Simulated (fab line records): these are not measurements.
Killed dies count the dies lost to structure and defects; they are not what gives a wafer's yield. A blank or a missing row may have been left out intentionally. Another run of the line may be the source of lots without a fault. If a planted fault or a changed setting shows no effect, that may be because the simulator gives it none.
Which of the tools did it? | flow berkeleyCmos170 | 7 lots, 21 wafers sampled, at 3 steps of a route of 331

## WHAT EACH GAUGE READ, for each wafer
UCB170_SDANNEAL_RS_MEAS_05: measures by four-point-probe.
lot  | measured     | on           | NLDD_RS (ohm/sq)
L406 | day 7 07:09  | filmMetro-03 | 614.9 618.0 616.9
L411 | day 8 00:01  | filmMetro-03 | 616.0 616.3 616.8
L414 | day 8 11:13  | filmMetro-01 | 616.6 615.4 616.9
L416 | day 9 03:20  | filmMetro-03 | 614.8 615.5 614.3
L418 | day 9 19:40  | filmMetro-03 | 614.7 615.1 613.8
L425 | day 11 00:58 | filmMetro-01 | 610.7 610.6 609.7
L428 | day 11 12:43 | filmMetro-03 | 610.9 612.0 610.9

## EACH LOT AND THE TOOL THAT RAN IT (in order: tool; ch and the chambers of the sampled wafers; start)
lot  | UCB170_NLDD_IMPLANT_08          | UCB170_NLDD_STRIP_10
L406 | implanter-01 ch 0, day 6 20:16  | plasmaAsher-02 ch 0,1, day 6 20:32
L411 | implanter-02 ch 0, day 7 13:40  | plasmaAsher-03 ch 0,1, day 7 13:56
L414 | implanter-02 ch 0, day 7 22:37  | plasmaAsher-01 ch 0,1, day 7 22:52
L416 | implanter-01 ch 0, day 8 11:32  | plasmaAsher-02 ch 0,1, day 8 11:49
L418 | implanter-03 ch 0, day 9 10:17  | plasmaAsher-03 ch 0,1, day 9 10:34
L425 | implanter-02 ch 0, day 10 15:06 | plasmaAsher-03 ch 0,1, day 10 15:24
L428 | implanter-02 ch 0, day 11 02:54 | plasmaAsher-02 ch 0,1, day 11 03:11
- UCB170_NLDD_IMPLANT_08
- UCB170_NLDD_STRIP_10: strips in O2.

## THE ANSWER, worked out from the rows above alone
Rule: the lots themselves supply what counts as usual. The widest of any qualifying gaps counts: lots, ordered by their means at a reading, are off when they make up no more than a third of the lots, leave a main group of 4 or more, and stand apart from it by 3 or more times the standard deviation of that group's means. Not used: any main group whose means are identical at the precision the tables above print for the reading. Also off: a lot with no number at a reading for which 4 or more lots have one. The other lots that the step has rows for count as sound.
Off: L425, L428, at UCB170_SDANNEAL_RS_MEAS_05 (NLDD_RS). The main group: mean 615.7 ohm/sq, standard deviation 0.86.
If a tool, at a process step before that reading, ran all the lots that are off and no sound lot after the first of them, it fits. Gauges at UCB170_SDANNEAL_RS_MEAS_05: tried the same way as those tools. One fits: UCB170_NLDD_IMPLANT_08 on implanter-02. A fault onset in the window from L414 (day 7 22:37, its last sound lot) to L425 (day 10 15:06, its first lot off) fits.

## WHAT HAD BEEN PUT IN BY THE SIMULATOR
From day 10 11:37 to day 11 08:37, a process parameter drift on implanter-02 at UCB170_NLDD_IMPLANT_08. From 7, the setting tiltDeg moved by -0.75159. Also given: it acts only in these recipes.
Shown lots that were struck: L425, L428. The rule above found the same.
